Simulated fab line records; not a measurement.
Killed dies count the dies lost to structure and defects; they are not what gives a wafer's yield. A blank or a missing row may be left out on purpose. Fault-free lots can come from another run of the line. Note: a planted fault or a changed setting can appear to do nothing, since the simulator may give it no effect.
fab line records    flow berkeley_cmos170
record lots=7  wafers=21  last_day=12
route steps=331 shown ZERO@11 NWELL@14
lots that met no fault: from a run of the same line without faults
start_h: start of the lot's first displayed wafer, in hours after the record's first day    wait_h: hours elapsed since this lot's preceding step    " as in the row above    L1.1+2: a row that stands for several wafers    - value missing, or start not given    * or withheld: withheld    < > ~ a bound
route shown NAME@n: a module of which the file shows steps, and the number in the route of the first    usual: mean/standard deviation of fault-free wafers    same: alike in all rows    chamber/n: place in a boat    sites: per-site readings    _std_site: their standard deviation    _edge_site: the outer-site mean with the inner-site mean subtracted    radius_mm: for every site, how far away it sits from the centre of the wafer    mask NAME#n: copy n    behind: the last tool/chamber to shape the wafer    hold: what put the lot on hold/how long, in hours/how the hold closed    device: whichever transistor did not switch (one of n, p or np)    end of line: the same wafers' tests at the end of the route    a step with no rows: only its recipe    killed: at the first sort, the dies lost to defects and structure; wafer yield is something else    map: a wafer's dies, x killed, . not, _ none there
set.NAME: the run value of the setting; set.NAME@STEP: its run value at that earlier step    model.NAME: the simulator's own value behind a step, which no gauge read
lots at selected steps of the route; one table per step, one row per wafer
services: when a tool's chamber went out of use (start_h, in hours from the record's first day, below 0 if earlier), for how many hours, and the reason
## steps
# step UCB170_ZERO_DEVELOP_05
# recipe developer=TMAH  develop_time_s=45  resist=KrF  dev_temp_c=21
# step UCB170_ZERO_ETCH_06
# recipe chemistry=CHF3/CF4/Ar  target=SiO2  time_s=12  pressure_mtorr=100  rf_w=500  CHF3_flow_sccm=50  cf4_flow_sccm=10  Ar_flow_sccm=120  over_etch_frac=1.58
# usual drypump_motor_current_A=5.50/0.21  oes_product_au=0.614/0.012  throttle_valve_pct=9.27/0.086
lot.wafer  tool         chamber  start_h  wait_h  drypump_motor_current_A  oes_product_au  rf_hours_counter_h  throttle_valve_pct
L118.1     rie_diel-01  2        69.45    -       5.61                     0.606           66                  9.24
L118.4     "            1        "        "       5.26                     0.607           57                  9.28
L118.6     "            0        "        "       5.70                     0.638           -                   9.15
L121.2     rie_diel-04  3        81.48    -       5.33                     0.614           17                  9.24
L121.4     "            1        "        "       5.66                     0.603           10                  9.37
L121.6     "            0        "        "       5.53                     0.632           -                   9.39
L123.2     rie_diel-04  1        91.82    -       5.69                     0.609           11                  9.37
L123.4     "            0        "        "       5.51                     0.623           120                 9.40
L123.6     "            0        "        "       5.53                     0.629           -                   9.40
L127.2     rie_diel-02  2        112.51   -       5.21                     0.604           66                  9.35
L127.4     "            1        "        "       5.48                     0.613           136                 9.22
L127.6     "            0        "        "       5.63                     0.608           -                   9.23
L128.3     rie_diel-01  2        120.37   -       5.65                     0.612           69                  9.23
L128.4     "            0        "        "       5.75                     0.627           -                   9.17
L128.6     "            2        "        "       5.65                     0.616           -                   9.24
L129.2     rie_diel-01  0        120.64   -       5.75                     0.635           66                  9.17
L129.4     "            2        "        "       5.62                     0.604           -                   9.23
L129.5     "            1        "        "       5.26                     0.596           -                   9.28
L132.4     rie_diel-02  1        139.18   -       5.47                     0.606           137                 9.21
L132.5     "            3        "        "       5.58                     0.615           -                   9.17
L132.6     "            0        "        "       5.64                     0.606           -                   9.25
# step UCB170_ZERO_STRIP_07
# recipe chemistry=O2  power_w=400  pressure_mtorr=3500  platen_temp_c=withheld  o2_flow_sccm=400  overash_fraction=0.5
# usual drypump_motor_current_A=5.7/0.32  oes_product_au=0.727/0.0042  strip_time_to_endpoint_s=21.62/0.061
lot.wafer  tool             chamber  start_h  wait_h  drypump_motor_current_A  oes_product_au  rf_hours_counter_h  strip_time_to_endpoint_s
L118.1     plasma_asher-01  1        69.47    0.0     5.5                      0.728           35                  21.66
L118.4     "                1        "        "       5.5                      0.726           -                   21.81
L118.6     "                0        "        "       5.9                      0.729           -                   21.72
L121.2     plasma_asher-04  1        81.51    0.0     5.5                      0.735           28                  21.64
L121.4     "                1        "        "       5.5                      0.726           -                   21.64
L121.6     "                1        "        "       5.4                      0.720           -                   21.63
L123.2     plasma_asher-02  0        91.84    0.0     5.3                      0.721           34                  21.61
L123.4     "                0        "        "       5.3                      0.735           -                   21.64
L123.6     "                1        "        "       5.8                      0.730           -                   21.59
L127.2     plasma_asher-01  1        112.54   0.0     5.5                      0.731           41                  21.59
L127.4     "                1        "        "       5.5                      0.732           -                   21.68
L127.6     "                0        "        "       5.9                      0.723           -                   21.59
L128.3     plasma_asher-02  0        120.43   0.0     5.3                      0.730           -                   21.58
L128.4     "                1        "        "       5.7                      0.728           -                   21.63
L128.6     "                1        "        "       5.7                      0.724           -                   21.60
L129.2     plasma_asher-01  1        120.67   0.0     5.5                      0.734           42                  21.52
L129.4     "                1        "        "       5.5                      0.723           -                   21.50
L129.5     "                1        "        "       5.5                      0.726           -                   21.57
L132.4     plasma_asher-01  0        139.23   0.0     5.9                      0.730           -                   21.58
L132.5     "                1        "        "       5.5                      0.730           -                   21.60
L132.6     "                0        "        "       5.9                      0.722           -                   21.58
# step UCB170_NWELL_WET_ETCH_00
# recipe chemistry=dHF  dilution=25:1  target=SiO2  temp_c=25  time_s=200
# step UCB170_NWELL_OXIDATION_01
# recipe temp_c=1000  ambient=O2  target_thk_a=264  ox_time_s=1260
# step UCB170_NWELL_THK_MEAS_02
# recipe reads=SiO2_of_NWELL_OXIDATION_01
# usual NWELL_OXIDE_THK=26.8/0.42
lot.wafer  tool           chamber  start_h  wait_h  NWELL_OXIDE_THK[nm]
L118.1     film_metro-01  -        72.39    0.0     27.5
L118.4     "              -        "        "       27.1
L118.6     "              -        "        "       27.1
L121.2     film_metro-03  -        87.50    0.0     27.4
L121.4     "              -        "        "       27.3
L121.6     "              -        "        "       27.3
L123.2     film_metro-03  -        98.33    0.0     26.8
L123.4     "              -        "        "       26.5
L123.6     "              -        "        "       26.1
L127.2     film_metro-01  -        118.63   0.0     26.5
L127.4     "              -        "        "       26.6
L127.6     "              -        "        "       26.3
L129.2     film_metro-04  -        130.25   0.0     26.8
L129.4     "              -        "        "       26.2
L129.5     "              -        "        "       26.3
L128.3     film_metro-03  -        130.26   0.0     26.7
L128.4     "              -        "        "       27.0
L128.6     "              -        "        "       26.9
L132.4     film_metro-01  -        146.17   0.0     26.8
L132.5     "              -        "        "       26.4
L132.6     "              -        "        "       26.5
# step UCB170_NWELL_ANNEAL_03
# recipe temp_c=1000  time_s=900  ambient=N2
# step UCB170_NWELL_CVD_04
# recipe material=Si3N4  target_thk_nm=224  temp_c=800  precursor=SiH2Cl2/NH3  time_s=3360  pressure_mtorr=200  sih2cl2_flow_sccm=25  nh3_flow_sccm=75
# step UCB170_NWELL_THK_MEAS_05
# recipe reads=Si3N4_of_NWELL_CVD_04
# usual NWELL_NITRIDE_THK=223.5/1.9
lot.wafer  tool           chamber  start_h  wait_h  NWELL_NITRIDE_THK[nm]
L118.1     film_metro-03  -        80.70    0.0     223.5
L118.4     "              -        "        "       222.8
L118.6     "              -        "        "       221.6
L121.2     film_metro-04  -        96.80    0.0     226.9
L121.4     "              -        "        "       226.8
L121.6     "              -        "        "       227.1
L123.2     film_metro-04  -        107.00   0.0     221.1
L123.4     "              -        "        "       222.9
L123.6     "              -        "        "       220.7
L127.2     film_metro-01  -        123.83   0.0     225.0
L127.4     "              -        "        "       223.9
L127.6     "              -        "        "       224.0
L129.2     film_metro-04  -        138.29   0.0     224.3
L129.4     "              -        "        "       223.8
L129.5     "              -        "        "       222.8
L128.3     film_metro-03  -        138.30   0.0     225.3
L128.4     "              -        "        "       225.5
L128.6     "              -        "        "       225.0
L132.4     film_metro-04  -        153.13   0.0     226.4
L132.5     "              -        "        "       225.9
L132.6     "              -        "        "       223.9
# step UCB170_NWELL_HMDS_06
# recipe prime_time_s=60  prime_temp_c=100
# step UCB170_NWELL_COAT_07
# recipe resist=KrF  spin_rpm=1500  resist_thk_nm=900
# step UCB170_NWELL_SOFTBAKE_08
# recipe resist=KrF  temp_c=130  time_s=60
# step UCB170_NWELL_EXPOSE_09
# recipe mask_id=NWELL  target_cd_nm=3000  na=0.5  sigma_outer=0.6  source_shape=conventional  dose_mj=25
# usual exposure_dose_mJ_cm2=24.997/0.023  focus_offset_nm=0.1/0.49
lot.wafer  tool            chamber  start_h  wait_h  mask     exposure_dose_mJ_cm2  focus_offset_nm
L118.1     krf_scanner-01  0        81.45    0.4     NWELL#0  24.998                -0.7
L118.4     "               0        "        "       NWELL#0  24.992                0.4
L118.6     "               0        "        "       NWELL#0  25.011                -0.2
L121.2     krf_scanner-02  0        97.32    0.1     NWELL#0  24.980                -1.1
L121.4     "               0        "        "       NWELL#0  24.992                0.2
L121.6     "               0        "        "       NWELL#0  25.021                0.2
L123.2     krf_scanner-01  0        107.55   0.1     NWELL#0  24.999                -0.5
L123.4     "               0        "        "       NWELL#0  25.052                -0.1
L123.6     "               0        "        "       NWELL#0  25.002                0.3
L127.2     krf_scanner-01  -        125.24   0.2     NWELL#0  -                     -
L127.4     "               -        "        "       NWELL#0  -                     -
L127.6     "               -        "        "       NWELL#0  -                     -
L128.3     krf_scanner-02  -        138.83   0.1     NWELL#0  -                     -
L128.4     "               -        "        "       NWELL#0  -                     -
L128.6     "               -        "        "       NWELL#0  -                     -
L129.2     krf_scanner-01  -        139.05   0.2     NWELL#0  -                     -
L129.4     "               -        "        "       NWELL#0  -                     -
L129.5     "               -        "        "       NWELL#0  -                     -
L132.4     krf_scanner-02  0        153.99   0.2     NWELL#0  25.036                0.4
L132.5     "               0        "        "       NWELL#0  25.000                0.3
L132.6     "               0        "        "       NWELL#0  25.002                0.2
# step UCB170_NWELL_PEB_10
# recipe peb_temp_c=130  peb_time_s=withheld  resist=KrF
## services
tool             chamber  start_h  hours  kind
krf_scanner-01   -        48.60    1.3    pm
krf_scanner-02   -        56.65    1.3    pm
krf_scanner-02   -        64.09    3.6    pm
plasma_asher-01  -        84.35    0.9    repair
krf_scanner-02   -        86.62    1.0    repair
krf_scanner-02   -        91.92    3.3    repair
rie_diel-01      3        93.53    -      clean
rie_diel-01      3        93.53    31.5   scheduled_down
rie_diel-01      3        93.53    31.5   vent_cycle
rie_diel-01      0        96.61    4.7    repair
krf_scanner-01   -        105.33   0.8    pm
plasma_asher-02  -        108.75   9.0    pm
plasma_asher-02  0        108.75   9.0    vent_cycle
plasma_asher-02  1        108.75   9.0    vent_cycle
plasma_asher-02  0        117.75   -      clean
plasma_asher-02  1        117.75   -      clean
krf_scanner-01   -        125.53   1.0    pm
krf_scanner-02   -        141.39   1.0    pm
## key
first_sign step=UCB170_NWELL_EXPOSE_09  reading=tool_record  direction=missing
effect none on later readings
met_at UCB170_NWELL_EXPOSE_09
struck_wafers L127.2,L127.4,L127.6,L128.3,L128.4,L128.6,L129.2,L129.4,L129.5
later_rows_left_out L127.2,L127.4,L127.6,L128.3,L128.4,L128.6,L129.2,L129.4,L129.5
sort_left_out L127.2,L127.4,L127.6,L128.3,L128.4,L128.6,L129.2,L129.4,L129.5
tester_left_out L127,L128,L129
onset_between 107.55 125.24
fault kind=skipped_step_whole  tool=krf_scanner-01,krf_scanner-02  chamber=-  onset_h=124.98  steps=UCB170_NWELL_EXPOSE_09  scope=struck_lots_only
# tester_left_out: of these lots the tester's yield and bins aren't shown, on N5 and GAA mostly nor the transistor test; their killed dies are dies lost to structure and defects alone, not to doping, threshold or leakage, so they don't give the yield
# sort_left_out: the simulated sort isn't trusted on such a fault, so these wafers' sort isn't shown, and their yield isn't known
# later_rows_left_out: the simulator's readings of these wafers behind a module that went badly wrong aren't trusted and aren't shown, but for the sort
